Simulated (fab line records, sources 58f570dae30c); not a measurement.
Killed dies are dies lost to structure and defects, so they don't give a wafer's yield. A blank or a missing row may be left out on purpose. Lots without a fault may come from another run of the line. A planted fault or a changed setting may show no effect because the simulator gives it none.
Which tool did it? | flow berkeley_cmos170 | 6 lots, 18 wafers sampled, at 1 step of a route of 331

WHAT THE GAUGES READ, wafer by wafer
UCB170_START_BOW_MEAS_00.
lot  | measured    | on            | INCOMING_BOW (um)
L501 | day 1 15:00 | film_metro-04 | 10 5 2
L504 | day 2 06:02 | film_metro-04 | 4 1 3
L506 | day 2 16:02 | film_metro-02 | -1 -2 -8
L514 | day 4 08:02 | film_metro-04 | -4 13 -15
L518 | day 5 04:02 | film_metro-04 | 1 -5 -10
L522 | day 6 00:01 | film_metro-04 | 4 0 1

WHICH TOOL RAN EACH LOT (tool, then ch and the chambers of the sampled wafers, then the start)
The record holds no process step before these readings.

THE ANSWER, worked out from the rows above alone
Rule: what is usual is taken from the lots themselves. Put in order of their means at a reading, lots are off if they are a third of the lots or fewer, leave a main group of 4 or more, and stand apart from it by a gap of 3 or more times the standard deviation of the main group's means; of several such gaps the widest counts. A main group whose means are all the same, to the digits that the tables above print for the reading, isn't used. A lot without any number at a reading at which 4 lots or more have one is off too. The other lots that the step has rows for count as sound.
No lot is off at any reading shown: from this, nothing can be told.

WHAT THE SIMULATOR HAD PUT IN
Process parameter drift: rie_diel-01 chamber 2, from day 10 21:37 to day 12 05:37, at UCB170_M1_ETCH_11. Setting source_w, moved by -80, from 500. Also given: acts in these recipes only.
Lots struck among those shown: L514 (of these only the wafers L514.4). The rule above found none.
